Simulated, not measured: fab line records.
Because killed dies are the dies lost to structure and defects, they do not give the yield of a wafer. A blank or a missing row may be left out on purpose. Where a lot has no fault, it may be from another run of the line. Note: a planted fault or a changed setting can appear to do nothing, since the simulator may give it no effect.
The tool behind it: which one? :: flow berkeley_cmos170 :: 7 lots, 21 wafers sampled, at 3 steps of a route of 331

WHAT EACH GAUGE READ, for each wafer
UCB170_NVT_OVL_MEAS_06.
lot: L234
measured: day 6 16:03
on: overlay-02
NVT_OVL (nm): -4 -10 -5

lot: L237
measured: day 7 14:11
on: overlay-01
NVT_OVL (nm): -3 -3 -4

lot: L242
measured: day 8 08:46
on: overlay-01
NVT_OVL (nm): - - -

lot: L245
measured: day 9 01:41
on: overlay-01
NVT_OVL (nm): - - -

lot: L252
measured: day 10 09:29
on: overlay-01
NVT_OVL (nm): 0 0 5

lot: L251
measured: day 10 09:52
on: overlay-02
NVT_OVL (nm): 1 1 -1

lot: L255
measured: day 10 21:29
on: overlay-01
NVT_OVL (nm): -4 -4 -4

WHAT TOOL EACH LOT RAN ON (gives the tool, then ch and the chambers of the sampled wafers, and finally the start)
lot: L234
UCB170_PFIELD_STRIP_08: plasma_asher-02 ch 1, day 5 06:05
UCB170_NVT_COAT_01: litho_track-02 ch 0, day 6 15:22

lot: L237
UCB170_PFIELD_STRIP_08: plasma_asher-04 ch 0,1, day 6 02:34
UCB170_NVT_COAT_01: litho_track-03 ch 0, day 7 13:31

lot: L242
UCB170_PFIELD_STRIP_08: plasma_asher-02 ch 0,1, day 6 16:08
UCB170_NVT_COAT_01: litho_track-03, day 8 07:51

lot: L245
UCB170_PFIELD_STRIP_08: plasma_asher-02 ch 0,1, day 7 12:45
UCB170_NVT_COAT_01: litho_track-02, day 9 00:18

lot: L252
UCB170_PFIELD_STRIP_08: plasma_asher-04 ch 0,1, day 8 21:24
UCB170_NVT_COAT_01: litho_track-02 ch 0, day 10 07:57

lot: L251
UCB170_PFIELD_STRIP_08: plasma_asher-02 ch 0,1, day 8 21:20
UCB170_NVT_COAT_01: litho_track-03 ch 0, day 10 08:01

lot: L255
UCB170_PFIELD_STRIP_08: plasma_asher-04 ch 0,1, day 9 09:21
UCB170_NVT_COAT_01: litho_track-03 ch 0, day 10 20:38
- UCB170_PFIELD_STRIP_08: strips in O2.
- UCB170_NVT_COAT_01: resist thk 900 nm.

THE ANSWER, worked out from the rows above alone
Rule: what is usual is taken from the lots themselves. Put in order of their means at a reading, lots are off if they are a third of the lots or fewer, leave a main group of 4 or more, and stand apart from it by a gap of 3 or more times the standard deviation of the main group's means; of several such gaps the widest counts. If all means in a main group match to the digits the tables above print for the reading, that group is not used. A lot without any number at a reading at which 4 lots or more have one is off too. Any other lot the step has rows for is counted as sound.
Off: L242, L245, at UCB170_NVT_OVL_MEAS_06 (NVT_OVL). Without a number there: L242, L245. The main group has a mean of -2 nm with a standard deviation of 2.9.
A tool fits if, at a process step before that reading, it ran every lot that is off, and no sound lot after the first of them. Those tools and the gauges at UCB170_NVT_OVL_MEAS_06 are tried in the same way. Of those tried, none fits.

WHAT THE SIMULATOR HAD INSERTED
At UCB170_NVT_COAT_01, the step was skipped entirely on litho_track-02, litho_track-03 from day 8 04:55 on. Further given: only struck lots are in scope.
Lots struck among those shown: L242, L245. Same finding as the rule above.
